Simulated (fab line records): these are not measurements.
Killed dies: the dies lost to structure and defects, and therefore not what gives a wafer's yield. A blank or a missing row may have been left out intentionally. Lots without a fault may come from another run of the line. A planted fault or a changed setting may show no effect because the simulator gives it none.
2 desks, one fault | flow rit cmos | every desk sees just its own numbers, and what lay behind them comes last

== AT THE METROLOGY DESK ==
Means of the sampled wafers that have a number, per lot and without regard to the tool the lot ran on: this is what the gauges read. The brackets show how far a lot's mean lies from the usual mean; more than 4 standard deviations puts the lot out of limits, marked OUT.
Columns: A = NSD_OVL at RIT_NSD_OVL_MEAS_06, usual 0.6 nm; B = PSD_TW at RIT_PSD_TW_MEAS_10, usual 3449; C = M1_OVL at RIT_M1_OVL_MEAS_10, usual 0.9 nm
lot  | first seen here | A    | B    | C
L744 | day 3 05:25     | 1.3  | 3495 | 2.0
L745 | day 3 07:59     | -1.1 | 3491 | 2.5
L746 | day 3 11:53     | -0.2 | 3485 | 2.4
L747 | day 3 16:32     | -0.4 | 3381 | -0.6
L749 | day 4 00:50     | -0.5 | 3483 | 1.9
L755 | day 5 07:26     | 1.0  | 3470 | 0.5
L756 | day 5 10:41     | -2.5 | 3393 | 2.1
L757 | day 5 17:18     | 2.0  | 3463 | -0.1
L760 | day 6 14:54     | 1.6  | 3405 | 0.2
L762 | day 7 03:33     | 0.9  | 3498 | 1.6
L763 | day 7 05:05     | 1.9  | 3448 | 2.8
L764 | day 7 12:17     | 2.6  | 3481 | 0.8
L766 | day 7 22:19     | 1.3  | 3368 | -1.0
L767 | day 8 04:45     | -0.6 | 3465 | 3.0
This desk's verdict: no lot among the 14 shows anything out of limits.

== FOR THE TOOL OWNER'S DESK: litho track-03 ==
The tool's own readings at RIT_M1_SOFTBAKE_05 (time 60 s): means of the sampled wafers that have a number, for each lot that ran on this tool. The brackets show how far a lot's mean lies from the usual mean; more than 4 standard deviations puts the lot out of limits, marked OUT.
Columns: A = chill plate temp C at RIT_M1_SOFTBAKE_05, usual 23.01 C; B = heater power total W at RIT_M1_SOFTBAKE_05, usual 34.56 W; C = plate temp C at RIT_M1_SOFTBAKE_05, usual 90.01 C
lot  | first seen here | A     | B               | C
L746 | day 3 18:27     | 22.96 | 34.55           | 90.10
L749 | day 4 07:35     | 22.97 | 34.58           | 89.98
L755 | day 5 14:03     | 22.96 | 36.86 (+52) OUT | 94.18 (+35) OUT
L756 | day 5 17:10     | 23.08 | 36.81 (+51) OUT | 93.99 (+33) OUT
This desk finds L755, L756 out of limits, L755 being first, at day 5 14:03 (heater power total W at RIT_M1_SOFTBAKE_05). Within limits: L746, L749.

== ALL TOGETHER ==
The tool owner's desk could have raised an alarm at day 5 14:03, on L755, L756.
The metrology desk saw nothing out of limits.
The metrology desk has L755, L756 on record, within its limits.
RIT_M1_SOFTBAKE_05 was run on litho track-03 by each of the lots named.

== WHAT THE SIMULATOR HAD INSERTED ==
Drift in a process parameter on litho track-03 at RIT_M1_SOFTBAKE_05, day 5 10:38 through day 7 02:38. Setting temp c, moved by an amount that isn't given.
Shown lots that were struck: L755, L756.
How many hours passed from the start of the fault until each desk's first out-of-limits reading: the tool owner's desk, 3.
